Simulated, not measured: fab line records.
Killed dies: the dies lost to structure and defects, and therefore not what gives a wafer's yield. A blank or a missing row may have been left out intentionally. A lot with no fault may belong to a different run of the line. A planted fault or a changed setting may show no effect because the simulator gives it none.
A struck lot beside a sound one | flow berkeley-cmos170 | 16 out of 331 route steps
Sound: wafers L871.1, L871.5, L871.6. The struck wafers were L876.1, L876.5, L876.6. At the end, the cause is stated.
At each step with rows: each side's tool, then ch and its chambers, then its first start. Under that, the readings that differ: sound wafers | struck wafers | difference of the means | sigmas: that difference in standard deviations of wafers without a fault.
alike: same words and numbers on both sides, and readings whose means sit less than 2 such deviations apart. not compared: any withheld reading, any reading some wafer has no value for, any bound like >300 that may hide the same value, and any number with overlapping values for which the record gives no deviation.
A row with sigmas, a row that says differs or no value, or rows on one side alone: a step with any of these is where the two part. Numbers that have no deviation but don't overlap get no sigmas and don't part them. Lack of a reading on every wafer of one side parts them only where that side has two or more wafers.

first, 5 steps without rows for these wafers: UCB170_M1_COAT_04 (resist thk 900 nm); UCB170_M1_SOFTBAKE_05 (time 60 s); UCB170_M1_EXPOSE_06 (exposes mask METAL1, target cd 700 nm); UCB170_M1_PEB_07; UCB170_M1_DEVELOP_08 (develop time 45 s).
UCB170_M1_CD_MEAS_09: the cd target is 700 nm.
  sound: cd-sem-02 at day 9 19:59; struck: cd-sem-02 at day 10 15:46
  reading    | sound             | struck            | difference | sigmas
  cd-nm (nm) | 700.8 701.2 700.4 | 698.5 697.5 697.1 | -3.1       | -2
UCB170_M1_OVL_MEAS_10:
  sound: overlay-02 at day 9 20:07; struck: overlay-01 at day 10 15:53
  alike: M1_OVL
UCB170_M1_ETCH_11: etches BARC in N2/H2.
  sound on rie-diel-01 ch 1,3, day 9 20:08; struck on rie-diel-03 ch 0,1,2, day 10 15:56
  alike: drypump-motor-current-A, oes-product-au, throttle-valve-pct
UCB170_M1_METAL_ETCH_12: etches Al in Cl2/BCl3, stops on PSG, target depth 780 nm, time 130 s.
  sound on rie-metal-02 ch 0,1, day 9 20:11; struck on rie-metal-03 ch 0, day 10 15:58
  reading               | sound             | struck            | difference | sigmas
  oes-product-au (a.u.) | 0.834 0.856 0.825 | 0.870 0.863 0.864 | +0.027     | +2
  alike: bcl3-flow-sccm, drypump-motor-current-A, throttle-valve-pct
  not compared: rf-hours-counter-h
UCB170_M1_STRIP_13: strips in O2.
  sound on plasma-asher-02 ch 0,1, day 9 20:19; struck on plasma-asher-02 ch 0,1, day 10 16:17
  alike: drypump-motor-current-A, oes-product-au
  not compared: rf-hours-counter-h
UCB170_M1_CD_MEAS_90: the cd target is 700 nm.
  sound: cd-sem-02 at day 9 20:25; struck: cd-sem-02 at day 10 16:24
  alike: cd-nm
then, 1 step without rows for these wafers: UCB170_M1_ANNEAL_14 (time 1200 s).
UCB170_V1_CVD_00: deposits SiO2 from TEOS/O2, target thk 2000 nm, time 250 s.
  sound on pecvd-01 ch 0,1,2, day 9 21:52; struck on pecvd-01 ch 0,2, day 10 19:04
  reading          | sound             | struck            | difference | sigmas
  run-length-s (s) | 277.4 277.8 278.0 | 267.5 267.6 268.2 | -10.0      | -26
  alike: heater-power-w, pressure-mtorr
  not compared: model.SiO2_of_V1_CVD_00.thk-nm
UCB170_V1_THK_MEAS_01:
  sound: film-metro-02 at day 9 22:02; struck: film-metro-02 at day 10 19:13
  reading          | sound          | struck         | difference | sigmas
  V1_TEOS_THK (nm) | 1966 2000 2029 | 1894 1937 1975 | -63        | -2
UCB170_V1_CMP_02: polishes SiO2.
  sound on cmp-01 ch 0,1,2, day 9 22:14; struck on cmp-01 ch 0,1, day 10 19:20
  alike: head-pressure-psi, motor-current-A
UCB170_M3_PROBE_99:
  the record has rows for the sound wafers here (prober-01, day 10 18:43) and none for the struck ones

WHERE THEY PART
Last at UCB170_M3_PROBE_99 as far as this record goes, first at UCB170_M1_CD_MEAS_09.

WHY: whatever the simulator had introduced
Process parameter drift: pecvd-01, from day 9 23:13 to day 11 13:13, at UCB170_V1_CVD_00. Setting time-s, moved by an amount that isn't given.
